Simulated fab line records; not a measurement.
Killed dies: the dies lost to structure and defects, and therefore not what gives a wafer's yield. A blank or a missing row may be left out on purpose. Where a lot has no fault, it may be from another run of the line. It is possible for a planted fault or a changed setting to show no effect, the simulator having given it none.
The tool behind it: which one? + flow ritCmos + 7 lots, 21 wafers sampled, at 3 steps of a route of 202

WHAT THE GAUGES SHOWED, per wafer
RIT_PSD_TW_MEAS_10.
| lot  | measured    | on           | PSD_TW         |
|------|-------------|--------------|----------------|
| L545 | day 3 10:31 | filmMetro-04 | 3429 3416 3443 |
| L547 | day 3 21:24 | filmMetro-02 | 3436 3429 3450 |
| L549 | day 4 06:17 | filmMetro-02 | 3403 3422 3400 |
| L551 | day 4 14:49 | filmMetro-03 | 3060 3051 3080 |
| L555 | day 5 16:23 | filmMetro-03 | 3056 3058 3071 |
| L562 | day 7 00:18 | filmMetro-03 | 3384 3376 3415 |
| L566 | day 7 19:09 | filmMetro-03 | 3401 3396 3410 |

TOOL THAT RAN EACH LOT (tool first, then ch and the chambers of the sampled wafers, then the start)
| lot  | RIT_ACTIVE_STRIP_14                | RIT_PSD_IMPLANT_08             |
|------|------------------------------------|--------------------------------|
| L545 | plasmaAsher-04 ch 0,1, day 1 22:24 | implanter-01 ch 0, day 3 10:11 |
| L547 | plasmaAsher-03 ch 0,1, day 2 07:15 | implanter-01 ch 0, day 3 21:04 |
| L549 | plasmaAsher-03 ch 0,1, day 2 17:07 | implanter-01 ch 0, day 4 05:59 |
| L551 | plasmaAsher-02 ch 0,1, day 3 02:36 | implanter-01 ch 0, day 4 14:31 |
| L555 | plasmaAsher-04 ch 0,1, day 3 23:40 | implanter-01 ch 0, day 5 16:03 |
| L562 | plasmaAsher-03 ch 0,1, day 5 10:53 | implanter-03 ch 0, day 6 23:58 |
| L566 | plasmaAsher-02 ch 0,1, day 6 05:43 | implanter-03 ch 0, day 7 18:52 |
- RIT_ACTIVE_STRIP_14: strips in O2, time 180 s.
- RIT_PSD_IMPLANT_08

THE ANSWER, worked out from the rows above alone
Rule: the lots themselves supply what counts as usual. The widest of any qualifying gaps counts: lots, ordered by their means at a reading, are off when they make up no more than a third of the lots, leave a main group of 4 or more, and stand apart from it by 3 or more times the standard deviation of that group's means. If all means in a main group match to the digits the tables above print for the reading, that group is not used. Also off: a lot with no number at a reading for which 4 or more lots have one. The other lots that the step has rows for count as sound.
Off: L551, L555, seen at RIT_PSD_TW_MEAS_10 (PSD_TW). The main group: mean 3414, standard deviation 17.
A tool fits if, at a process step before that reading, it ran every lot that is off, and no sound lot after the first of them. Gauges at RIT_PSD_TW_MEAS_10: tried the same way as those tools. One fits: RIT_PSD_IMPLANT_08 on implanter-01. Its last sound lot is L549 (day 4 05:59), its first lot that is off L551 (day 4 14:31): a fault that began between those two fits.

WHAT HAD BEEN PUT IN BY THE SIMULATOR
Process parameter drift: implanter-01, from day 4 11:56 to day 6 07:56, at RIT_PSD_IMPLANT_08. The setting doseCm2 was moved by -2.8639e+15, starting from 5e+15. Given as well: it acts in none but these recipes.
Lots struck among those shown: L551, L555. The rule above reached the same finding.
